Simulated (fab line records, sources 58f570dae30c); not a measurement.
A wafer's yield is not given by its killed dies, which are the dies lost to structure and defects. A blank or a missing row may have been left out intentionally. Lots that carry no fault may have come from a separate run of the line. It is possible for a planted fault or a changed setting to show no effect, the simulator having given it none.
Split-lot study :: flow berkeleyCmos170 :: route with 331 steps; 5 lots, 23 wafers read

== SPLIT DETAILS ==
At UCB170_NWELL_CVD_04 (deposits Si3N4 from SiH2Cl2/NH3, target thk 224 nm, time 3360 s), the setting tempC was moved away from the recipe's 800 C on 15 of the 23 wafers read, by -1.8% to +2.2%. This setting was run at the recipe's value on the other wafers.

Split to reading: the file shows no intervening step.

== THE READING ==
NWELL_NITRIDE_THK in nanometres, read at UCB170_NWELL_THK_MEAS_05. On this fab line, fault-free wafers typically give 223.2 nm with a standard deviation of 1.8 nm.

wafer: L074.1
tool, chamber at the split: -, -
tempC as run, C: 817.8
against the recipe: +2.2%
NWELL_NITRIDE_THK, nm: 306.8
against lot-mates on the recipe: no lot-mate on the recipe

wafer: L074.2
tool, chamber at the split: -, -
tempC as run, C: 817.8
against the recipe: +2.2%
NWELL_NITRIDE_THK, nm: 308.0
against lot-mates on the recipe: no lot-mate on the recipe

wafer: L074.4
tool, chamber at the split: -, -
tempC as run, C: 817.8
against the recipe: +2.2%
NWELL_NITRIDE_THK, nm: 305.8
against lot-mates on the recipe: no lot-mate on the recipe

wafer: L074.5
tool, chamber at the split: -, -
tempC as run, C: 817.8
against the recipe: +2.2%
NWELL_NITRIDE_THK, nm: 307.9
against lot-mates on the recipe: no lot-mate on the recipe

wafer: L074.6
tool, chamber at the split: -, -
tempC as run, C: 817.8
against the recipe: +2.2%
NWELL_NITRIDE_THK, nm: 305.7
against lot-mates on the recipe: no lot-mate on the recipe

wafer: L075.1
tool, chamber at the split: lpcvd-02, 1
tempC as run, C: 800
against the recipe: recipe
NWELL_NITRIDE_THK, nm: 225.4
against lot-mates on the recipe: -

wafer: L075.2
tool, chamber at the split: lpcvd-02, 1
tempC as run, C: 800
against the recipe: recipe
NWELL_NITRIDE_THK, nm: 225.8
against lot-mates on the recipe: -

wafer: L075.3
tool, chamber at the split: lpcvd-02, 1
tempC as run, C: 800
against the recipe: recipe
NWELL_NITRIDE_THK, nm: 225.9
against lot-mates on the recipe: -

wafer: L080.1
tool, chamber at the split: -, -
tempC as run, C: 806.6
against the recipe: +0.8%
NWELL_NITRIDE_THK, nm: 251.3
against lot-mates on the recipe: no lot-mate on the recipe

wafer: L080.2
tool, chamber at the split: -, -
tempC as run, C: 806.6
against the recipe: +0.8%
NWELL_NITRIDE_THK, nm: 250.1
against lot-mates on the recipe: no lot-mate on the recipe

wafer: L080.3
tool, chamber at the split: -, -
tempC as run, C: 806.6
against the recipe: +0.8%
NWELL_NITRIDE_THK, nm: 251.9
against lot-mates on the recipe: no lot-mate on the recipe

wafer: L080.4
tool, chamber at the split: -, -
tempC as run, C: 806.6
against the recipe: +0.8%
NWELL_NITRIDE_THK, nm: 249.8
against lot-mates on the recipe: no lot-mate on the recipe

wafer: L080.5
tool, chamber at the split: -, -
tempC as run, C: 806.6
against the recipe: +0.8%
NWELL_NITRIDE_THK, nm: 249.6
against lot-mates on the recipe: no lot-mate on the recipe

wafer: L081.1
tool, chamber at the split: -, -
tempC as run, C: 800
against the recipe: recipe
NWELL_NITRIDE_THK, nm: 226.2
against lot-mates on the recipe: -

wafer: L081.2
tool, chamber at the split: -, -
tempC as run, C: 800
against the recipe: recipe
NWELL_NITRIDE_THK, nm: 224.3
against lot-mates on the recipe: -

wafer: L081.4
tool, chamber at the split: -, -
tempC as run, C: 800
against the recipe: recipe
NWELL_NITRIDE_THK, nm: 224.2
against lot-mates on the recipe: -

wafer: L081.5
tool, chamber at the split: -, -
tempC as run, C: 800
against the recipe: recipe
NWELL_NITRIDE_THK, nm: 224.2
against lot-mates on the recipe: -

wafer: L081.6
tool, chamber at the split: -, -
tempC as run, C: 800
against the recipe: recipe
NWELL_NITRIDE_THK, nm: 224.0
against lot-mates on the recipe: -

wafer: L082.1
tool, chamber at the split: -, -
tempC as run, C: 785.5
against the recipe: -1.8%
NWELL_NITRIDE_THK, nm: 168.7
against lot-mates on the recipe: no lot-mate on the recipe

wafer: L082.2
tool, chamber at the split: -, -
tempC as run, C: 785.5
against the recipe: -1.8%
NWELL_NITRIDE_THK, nm: 169.6
against lot-mates on the recipe: no lot-mate on the recipe

wafer: L082.3
tool, chamber at the split: -, -
tempC as run, C: 785.5
against the recipe: -1.8%
NWELL_NITRIDE_THK, nm: 168.7
against lot-mates on the recipe: no lot-mate on the recipe

wafer: L082.4
tool, chamber at the split: -, -
tempC as run, C: 785.5
against the recipe: -1.8%
NWELL_NITRIDE_THK, nm: 169.1
against lot-mates on the recipe: no lot-mate on the recipe

wafer: L082.6
tool, chamber at the split: -, -
tempC as run, C: 785.5
against the recipe: -1.8%
NWELL_NITRIDE_THK, nm: 169.1
against lot-mates on the recipe: no lot-mate on the recipe

THE FIT
A straight line over all 23 wafers: NWELL_NITRIDE_THK changes by +33.9 nm for each +1% of tempC; r = +1.00; the points scatter about the line by 3.8 nm.
Too few moved wafers have a lot-mate on the recipe to fit a line with each lot's own level taken away.

== THE WHOLE CHAIN: every reading that the file lists as answering this split, in the file's order ==
step: UCB170_NWELL_CVD_04
what it does: deposits Si3N4 from SiH2Cl2/NH3, target thk 224 nm, time 3360 s
reading: Si3N4_of_NWELL_CVD_04.thkNm (the simulator's own value, which no gauge read)
change (the file's fit): +33.9 nm for each +1% of the setting
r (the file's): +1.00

step: UCB170_NWELL_THK_MEAS_05
what it does: 
reading: NWELL_NITRIDE_THK
change (the file's fit): +33.9 for each +1% of the setting
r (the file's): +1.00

== THE FILE'S OWN FIT ==
NWELL_NITRIDE_THK changes by +33.9 nm for each +1% of tempC, r = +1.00.
